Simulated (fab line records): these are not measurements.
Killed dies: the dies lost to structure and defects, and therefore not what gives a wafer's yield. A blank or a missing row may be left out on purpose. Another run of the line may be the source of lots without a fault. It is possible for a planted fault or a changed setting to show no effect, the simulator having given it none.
What tool caused it? | flow rit-cmos | 14 lots, 42 wafers sampled, at 4 steps of a route of 202

== WHAT THE GAUGES READ, wafer by wafer ==
RIT_ACTIVE_CD_MEAS_11: target cd 1400 nm.
lot  | measured    | on        | cd-nm (nm)
L464 | day 1 14:29 | cd-sem-02 | 1397.7 1401.2 1399.8
L465 | day 1 19:30 | cd-sem-02 | 1399.0 1397.5 1399.9
L466 | day 2 00:55 | cd-sem-02 | 1400.0 1401.0 1401.0
L470 | day 2 20:34 | cd-sem-01 | 1399.5 1399.8 1396.9
L471 | day 3 01:35 | cd-sem-01 | 1397.4 1395.0 1394.8
L472 | day 3 06:29 | cd-sem-02 | 1403.1 1403.7 1403.2
L473 | day 3 11:34 | cd-sem-01 | 1404.4 1401.0 1404.6
L474 | day 3 16:28 | cd-sem-01 | 1399.0 1400.7 1401.2
L476 | day 4 03:10 | cd-sem-02 | 1395.6 1397.9 1398.3
L477 | day 4 07:35 | cd-sem-01 | 1397.8 1399.9 1397.7
L478 | day 4 13:27 | cd-sem-01 | 1375.7 1376.0 1376.2
L483 | day 5 13:26 | cd-sem-02 | 1377.5 1378.7 1377.2
L484 | day 5 18:32 | cd-sem-01 | 1399.4 1400.0 1399.1
L486 | day 6 05:16 | cd-sem-01 | 1397.5 1398.7 1397.4

RIT_PSD_OVL_MEAS_06.
lot  | measured    | on         | PSD_OVL (nm)
L464 | day 2 23:51 | overlay-01 | 1.7 -0.1 3.0
L465 | day 3 06:01 | overlay-02 | 2.8 0.3 1.8
L466 | day 3 10:57 | overlay-01 | 1.0 2.8 1.1
L470 | day 4 05:37 | overlay-01 | -1.8 -0.5 -2.6
L471 | day 4 11:36 | overlay-01 | 1.1 1.6 2.6
L472 | day 4 17:22 | overlay-02 | 1.6 1.6 0.3
L473 | day 4 21:10 | overlay-01 | -2.7 0.3 -0.1
L474 | day 5 02:02 | overlay-02 | 1.7 2.3 2.5
L476 | day 5 12:23 | overlay-01 | 1.0 0.6 2.6
L477 | day 5 17:24 | overlay-02 | 1.6 2.7 0.9
L478 | day 5 22:59 | overlay-02 | 1.7 0.2 1.7
L483 | day 7 00:08 | overlay-02 | 1.1 0.6 0.7
L484 | day 7 05:02 | overlay-01 | -1.1 1.0 1.5
L486 | day 7 14:01 | overlay-01 | 0.8 -0.4 -0.2

== WHICH TOOL RAN EACH LOT (tool, then ch and the chambers of the sampled wafers, then the start) ==
lot  | RIT_ACTIVE_DEVELOP_10            | RIT_ACTIVE_STRIP_14
L464 | litho-track-02 ch 0, day 1 14:00 | plasma-asher-03 ch 0,1, day 1 14:54
L465 | litho-track-01 ch 0, day 1 19:00 | plasma-asher-02 ch 0,1, day 1 19:54
L466 | litho-track-01 ch 0, day 2 00:00 | plasma-asher-02 ch 0,1, day 2 01:19
L470 | litho-track-02 ch 0, day 2 20:00 | plasma-asher-04 ch 0,1, day 2 20:58
L471 | litho-track-02 ch 0, day 3 01:00 | plasma-asher-02 ch 0,1, day 3 01:58
L472 | litho-track-02 ch 0, day 3 06:00 | plasma-asher-04 ch 0,1, day 3 06:54
L473 | litho-track-01 ch 0, day 3 11:00 | plasma-asher-04 ch 0,1, day 3 11:58
L474 | litho-track-01 ch 0, day 3 16:00 | plasma-asher-02 ch 0,1, day 3 16:50
L476 | litho-track-02 ch 0, day 4 03:00 | plasma-asher-02 ch 0, day 4 03:33
L477 | litho-track-04 ch 0, day 4 07:00 | plasma-asher-03 ch 1, day 4 07:58
L478 | litho-track-02 ch 0, day 4 13:00 | plasma-asher-04 ch 0,1, day 4 13:52
L483 | litho-track-02 ch 0, day 5 13:00 | plasma-asher-04 ch 0,1, day 5 13:50
L484 | litho-track-01 ch 0, day 5 18:00 | plasma-asher-02 ch 1, day 5 18:55
L486 | litho-track-04 ch 0, day 6 05:00 | plasma-asher-02 ch 0,1, day 6 05:41
- RIT_ACTIVE_DEVELOP_10: develop time 50 s.
- RIT_ACTIVE_STRIP_14: strips in O2, time 180 s.

== AS READ BY THE TOOLS THEMSELVES (means over the sampled wafers that have a number; for cases with no such wafer, the mark the record gives instead) ==
RIT_ACTIVE_STRIP_14.
lot  | tool            | drypump-motor-current-A (A)
L464 | plasma-asher-03 | 5.6
L465 | plasma-asher-02 | 5.7
L466 | plasma-asher-02 | 5.7
L470 | plasma-asher-04 | 5.0
L471 | plasma-asher-02 | 6.2
L472 | plasma-asher-04 | 5.0
L473 | plasma-asher-04 | 5.4
L474 | plasma-asher-02 | 6.2
L476 | plasma-asher-02 | 5.2
L477 | plasma-asher-03 | 5.6
L478 | plasma-asher-04 | 5.4
L483 | plasma-asher-04 | 5.4
L484 | plasma-asher-02 | 6.6
L486 | plasma-asher-02 | 5.7

== THE ANSWER, worked out from the rows above alone ==
Rule: usual is defined by the lots themselves. Put in order of their means at a reading, lots are off if they are a third of the lots or fewer, leave a main group of 4 or more, and stand apart from it by a gap of 3 or more times the standard deviation of the main group's means; of several such gaps the widest counts. A main group whose means are all the same, to the digits that the tables above print for the reading, isn't used. A lot without any number at a reading at which 4 lots or more have one is off too. The other lots that the step has rows for count as sound. After the gauges, taken in route order, come the tools' own readings; for these a lot's mean is taken, as printed above. At the first step where some lot is off, the reading lying furthest off is the one used; lots without a number count as furthest.
Off: L478, L483 (RIT_ACTIVE_CD_MEAS_11, cd-nm). Mean 1399.5 nm and standard deviation 2.1 in the main group.
A tool fits if, at a process step before that reading, it ran every lot that is off, and no sound lot after the first of them. The gauges at RIT_ACTIVE_CD_MEAS_11 are tried like those tools. One candidate fits, namely litho-track-02 at RIT_ACTIVE_DEVELOP_10. Its last sound lot is L476 (day 4 03:00), its first lot that is off L478 (day 4 13:00): a fault that began between those two fits.

== WHAT HAD BEEN PUT IN BY THE SIMULATOR ==
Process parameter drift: litho-track-02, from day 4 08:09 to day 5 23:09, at RIT_ACTIVE_DEVELOP_10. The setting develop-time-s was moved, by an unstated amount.
Struck lots among those shown: L478, L483. Same finding as the rule above.
